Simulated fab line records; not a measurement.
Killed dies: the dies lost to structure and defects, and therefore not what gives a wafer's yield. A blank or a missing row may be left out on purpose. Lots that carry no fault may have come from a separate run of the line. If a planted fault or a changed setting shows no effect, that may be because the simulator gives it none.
A sampling plan put to the test -- flow berkeleyCmos170 -- one fab line, 11 faults that these records tell of, each judged on the records of the lots that it struck
The plan is the line's own looks: the steps of the route at which a gauge or an inspection reads the wafer and doesn't change it. A look can be judged if struck wafers have a number there and the file gives its usual mean and standard deviation on fault-free wafers. Caught: the struck wafers' mean, at a look after the fault's first step, is 4 or more of those standard deviations (sigma) away from the usual mean. On the tool: the same test on the tool's own readings at the fault's steps. Caught also covers a different recipe on the struck wafers, or a record left blank for those wafers only.

== THE FAULTS, as the simulator had put them in ==
1. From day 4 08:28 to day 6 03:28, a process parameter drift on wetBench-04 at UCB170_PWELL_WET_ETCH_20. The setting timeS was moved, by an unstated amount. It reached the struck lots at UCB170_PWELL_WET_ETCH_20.
2. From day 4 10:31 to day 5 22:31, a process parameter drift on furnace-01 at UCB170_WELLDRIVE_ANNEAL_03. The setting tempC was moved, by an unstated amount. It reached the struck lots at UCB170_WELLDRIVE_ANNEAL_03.
3. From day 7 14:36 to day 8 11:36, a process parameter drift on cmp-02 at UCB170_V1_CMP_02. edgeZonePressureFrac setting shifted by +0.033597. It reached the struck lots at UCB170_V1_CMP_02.
4. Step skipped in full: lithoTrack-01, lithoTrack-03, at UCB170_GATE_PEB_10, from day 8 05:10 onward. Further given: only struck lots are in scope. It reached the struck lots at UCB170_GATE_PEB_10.
5. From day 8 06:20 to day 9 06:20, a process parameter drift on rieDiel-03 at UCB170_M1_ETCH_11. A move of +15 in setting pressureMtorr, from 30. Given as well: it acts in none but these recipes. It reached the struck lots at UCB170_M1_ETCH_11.
6. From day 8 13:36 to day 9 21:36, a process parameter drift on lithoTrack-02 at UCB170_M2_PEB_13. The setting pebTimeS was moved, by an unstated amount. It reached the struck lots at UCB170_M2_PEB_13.
7. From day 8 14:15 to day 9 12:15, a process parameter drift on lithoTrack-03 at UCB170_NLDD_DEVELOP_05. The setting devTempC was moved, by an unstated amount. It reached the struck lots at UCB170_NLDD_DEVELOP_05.
8. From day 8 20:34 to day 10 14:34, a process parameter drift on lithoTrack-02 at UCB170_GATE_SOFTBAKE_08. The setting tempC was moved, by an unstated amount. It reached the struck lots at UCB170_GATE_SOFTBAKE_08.
9. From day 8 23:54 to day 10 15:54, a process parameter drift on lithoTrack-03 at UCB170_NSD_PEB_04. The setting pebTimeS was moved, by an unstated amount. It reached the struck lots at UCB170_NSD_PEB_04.
10. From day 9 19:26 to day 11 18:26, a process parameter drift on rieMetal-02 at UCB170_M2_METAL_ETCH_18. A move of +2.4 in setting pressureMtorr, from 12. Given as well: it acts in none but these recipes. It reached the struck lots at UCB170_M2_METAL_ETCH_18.
11. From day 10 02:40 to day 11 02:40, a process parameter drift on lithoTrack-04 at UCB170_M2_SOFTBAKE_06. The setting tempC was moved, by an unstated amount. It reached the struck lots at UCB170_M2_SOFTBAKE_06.

== WHAT THE PLAN SAW ==
fault,on the tool itself,first look that catches it,"reading, sigma",median hours from its first step to that look,hours from the fault's start to the first struck lot there,judged looks passed uncaught
1,runLengthS -7.5 sigma,no look after it can be judged,-,-,-,0
2,tubeCenterTempC -99 or beyond sigma,no look after it can be judged,-,-,-,0
3,edgeZonePressureFrac +7.4 sigma,no look after it can be judged,-,-,-,0
4,the tool's record is blank for the struck wafers,no look after it can be judged,-,-,-,0
5,chamberPressureMTorr +99 or beyond sigma,no look after it can be judged,-,-,-,0
6,heaterPowerTotalW +18 sigma,no look after it can be judged,-,-,-,0
7,developerTempC +6.9 sigma,no look after it can be judged,-,-,-,0
8,heaterPowerTotalW -99 or beyond sigma,UCB170_GATE_CD_MEAS_12,cdNm +12,1.6,5,0
9,heaterPowerTotalW +14 sigma,no look after it can be judged,-,-,-,0
10,chamberPressureMTorr +99 or beyond sigma,no look after it can be judged,-,-,-,0
11,heaterPowerTotalW -78 sigma,not the one look that can be judged after it,-,-,-,1
Dash: fault not caught, or number not given in these records.

Caught at a look: 1 of 11. Caught on the tool: 11 of 11. By one or the other: 11 of 11.
Caught on the tool alone: faults 1, 2, 3, 4, 5, 6, 7, 9, 10, 11.

== THINNER SAMPLING ==
If the look that catches a fault measured only every second or every third lot, by lot number, the first struck lot would be measured this late in the worst case:
fault,"struck lots at that look, in order of time",every lot,every second lot,every third lot
8,"L268, L272",5 h,may miss all 2,may miss all 2
Hours: fault start to first struck lot measured. The limit of 4 sigma was tested on all struck wafers together, so one lot alone may lie under it. Other struck lots may not be in these records.

== THE LONGEST TIMED WAY FROM STEP TO LOOK ==
Fault 8: a median of 1.6 hours passes between UCB170_GATE_SOFTBAKE_08 and UCB170_GATE_CD_MEAS_12. No look between them can be judged.
